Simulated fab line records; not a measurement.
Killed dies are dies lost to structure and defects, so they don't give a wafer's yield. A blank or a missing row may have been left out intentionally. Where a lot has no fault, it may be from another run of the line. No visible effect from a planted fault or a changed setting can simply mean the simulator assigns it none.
Comparing a struck lot with a sound one | flow rit-cmos | 28 out of 202 route steps
Sound: wafers L313.3, L313.4, L313.6. Wafers L319.1, L319.3, L319.6 were the ones struck. Last of all comes the cause.
Per side, at each step with rows, come the tool, then ch with its chambers, and then its first start. Under that, the readings that differ: sound wafers | struck wafers | difference of the means | sigmas: that difference in standard deviations of wafers without a fault.
alike: a reading whose means differ by less than 2 such deviations, as well as words and numbers matching on both sides. not compared: withheld readings; readings where some wafer has no value; bounds like >300 that might hide an equal value; numbers whose values overlap and for which the record gives no deviation.
A row with sigmas, a row that says differs or no value, or rows on one side alone: a step with any of these is where the two part. Numbers that have no deviation but don't overlap get no sigmas and don't part them. A reading that every wafer of one side lacks parts them only if that side has two wafers or more.

RIT_ACTIVE_BOW_MEAS_00:
  sound: film-metro-01 at day 3 22:02; struck: film-metro-02 at day 5 04:00
  alike: INCOMING_BOW
RIT_ACTIVE_OXIDATION_01: target thk 46.8 nm, ox time 3360 s.
  sound on furnace-04 ch 0, day 3 23:50; struck on furnace-04 ch 0, day 5 04:07
  reading                                       | sound                | struck               | difference | sigmas
  spike-tc-centre-C (C)                         | 1003.3 1002.4 1001.3 | 990.1 989.7 991.0    | -12.1      | -8
  spike-tc-load-C (C)                           | 1026 1027 1027       | 1014 1013 1015       | -13        | -2
  spike-tc-source-C (C)                         | 1024.2 1022.7 1022.5 | 1011.3 1009.4 1010.5 | -12.7      | -11
  tube-center-temp-C (C)                        | 1000 999.93 999.82   | 988.04 987.97 987.96 | -11.93     | -99 or more
  tube_center_temp_C_max                        | 1001.9 1001.9 1002.3 | 990.9 990.1 990.4    | -11.6      | -27
  model.SiO2_of_ACTIVE_OXIDATION_01.thk-nm (nm) | 45.71 45.66 45.52    | 39.17 39.75 40.21    | -5.92      |
  alike: zone-power-source-pct
RIT_ACTIVE_THK_MEAS_02:
  sound: film-metro-04 at day 4 01:47; struck: film-metro-04 at day 5 06:03
  reading               | sound          | struck         | difference | sigmas
  ACTIVE_OXIDE_THK (nm) | 45.7 45.7 45.5 | 39.2 39.8 40.2 | -5.9       | -7
then, 1 step without rows for these wafers: RIT_ACTIVE_CVD_03 (deposits Si3N4 from SiH2Cl2/NH3, target thk 150 nm, time 1500 s).
RIT_ACTIVE_THK_MEAS_04:
  sound: film-metro-01 at day 4 03:16; struck: film-metro-04 at day 5 07:32
  alike: ACTIVE_NITRIDE_THK
then, 6 steps without rows for these wafers: RIT_ACTIVE_HMDS_05 (prime time 60 s); RIT_ACTIVE_COAT_06 (resist thk 1000 nm); RIT_ACTIVE_SOFTBAKE_07 (time 60 s); RIT_ACTIVE_EXPOSE_08 (exposes mask M1, target cd 1400 nm); RIT_ACTIVE_PEB_09; RIT_ACTIVE_DEVELOP_10 (develop time 50 s).
RIT_ACTIVE_CD_MEAS_11: the cd target is 1400 nm.
  sound: cd-sem-01 at day 4 04:19; struck: cd-sem-02 at day 5 08:26
  alike: cd-nm
then, 1 step without rows for these wafers: RIT_ACTIVE_HARDBAKE_12 (time 60 s).
RIT_ACTIVE_ETCH_13: etches Si3N4 in SF6, stops on SiO2, time 210 s, target depth 210 nm.
  sound on rie-diel-02 ch 0,1,3, day 4 04:41; struck on rie-diel-04 ch 1,3, day 5 08:43
  alike: drypump-motor-current-A, oes-product-au, throttle-valve-pct
  not compared: rf-hours-counter-h
RIT_ACTIVE_STRIP_14: strips in O2, time 180 s.
  sound on plasma-asher-01 ch 0,1, day 4 04:52; struck on plasma-asher-03 ch 0,1, day 5 08:50
  alike: drypump-motor-current-A
  not compared: rf-hours-counter-h
RIT_ACTIVE_CD_MEAS_90: the cd target is 1400 nm.
  sound: cd-sem-02 at day 4 05:02; struck: cd-sem-01 at day 5 09:01
  alike: cd-nm
then, 4 steps without rows for these wafers: RIT_ACTIVE_CLEAN_15 (cleans in SC1, time 600 s); RIT_ACTIVE_CLEAN_16 (cleans in dHF, time 30 s); RIT_ACTIVE_CLEAN_17 (cleans in SC2, time 600 s); RIT_FOX1_OXIDATION_00 (target thk 350.7 nm, ox time 1130 s).
RIT_FOX1_THK_MEAS_01:
  sound: film-metro-02 at day 4 06:49; struck: film-metro-03 at day 5 11:51
  alike: FOX1_OXIDE_THK
then, 2 steps without rows for these wafers: RIT_FOX1_WET_ETCH_02 (etches SiO2 in BOE, target depth 350 nm, time 390 s); RIT_FOX2_OXIDATION_00 (target thk 350.7 nm, ox time 1130 s).
RIT_FOX2_THK_MEAS_01:
  sound: film-metro-03 at day 4 08:18; struck: film-metro-02 at day 5 13:21
  alike: FOX2_OXIDE_THK
then, 1 step without rows for these wafers: RIT_FOX2_CLEAN_02 (cleans in dHF, time 180 s).
RIT_FOX2_WET_ETCH_03: etches Si3N4 in H3PO4, target depth 195 nm, time 2700 s.
  sound on wet-bench-02 ch 0, day 4 08:24; struck on wet-bench-01 ch 2, day 5 13:28
  reading                                       | sound            | struck            | difference | sigmas
  model.SiO2_of_ACTIVE_OXIDATION_01.thk-nm (nm) | 40.62 40.4 40.43 | 32.41 32.92 33.35 | -7.59      |
RIT_FOX2_THK_MEAS_90:
  sound: film-metro-02 at day 4 09:11; struck: film-metro-04 at day 5 14:13
  alike: FIELD_OXIDE_LEFT_1_THK
RIT_M1_PROBE_99:
  sound: prober-02 at day 5 23:31; struck: prober-02 at day 7 08:43
  reading                             | sound             | struck          | difference | sigmas
  model.etest.pldd.width-nm (nm)      | 3173 3174 3182    | 3246 3264 3222  | +68        |
  model.etest.nldd.width-nm (nm)      | 3165 3181 3152    | 3233 3236 3246  | +72        |
  model.etest.pplus-sal.width-nm (nm) | 3456 3456 3451    | 3481 3523 3498  | +46        |
  model.etest.nplus-sal.width-nm (nm) | 3449 3449 3460    | 3483 3498 3492  | +38        |
  model.etest.nmos-narrow.drive-ua-um | 226.7 228.9 228.7 | 238.6 240 235.1 | +9.8       |
  alike: killed-at-contacts, killed-at-front-end, killed-dies, killed-open, killed-short
  not compared: model.etest.pmos-narrow.drive-ua-um

WHERE THEY PART
Last at RIT_ACTIVE_THK_MEAS_02 as far as this record goes, first at RIT_ACTIVE_OXIDATION_01. Later steps at which nothing parts them and some readings are alike: RIT_ACTIVE_THK_MEAS_04, RIT_ACTIVE_CD_MEAS_11, RIT_ACTIVE_ETCH_13, RIT_ACTIVE_STRIP_14, RIT_ACTIVE_CD_MEAS_90, RIT_FOX1_THK_MEAS_01, RIT_FOX2_THK_MEAS_01, RIT_FOX2_THK_MEAS_90, RIT_M1_PROBE_99.

WHY: the cause the simulator had injected
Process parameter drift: furnace-04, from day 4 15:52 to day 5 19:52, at RIT_ACTIVE_OXIDATION_01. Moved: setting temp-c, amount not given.
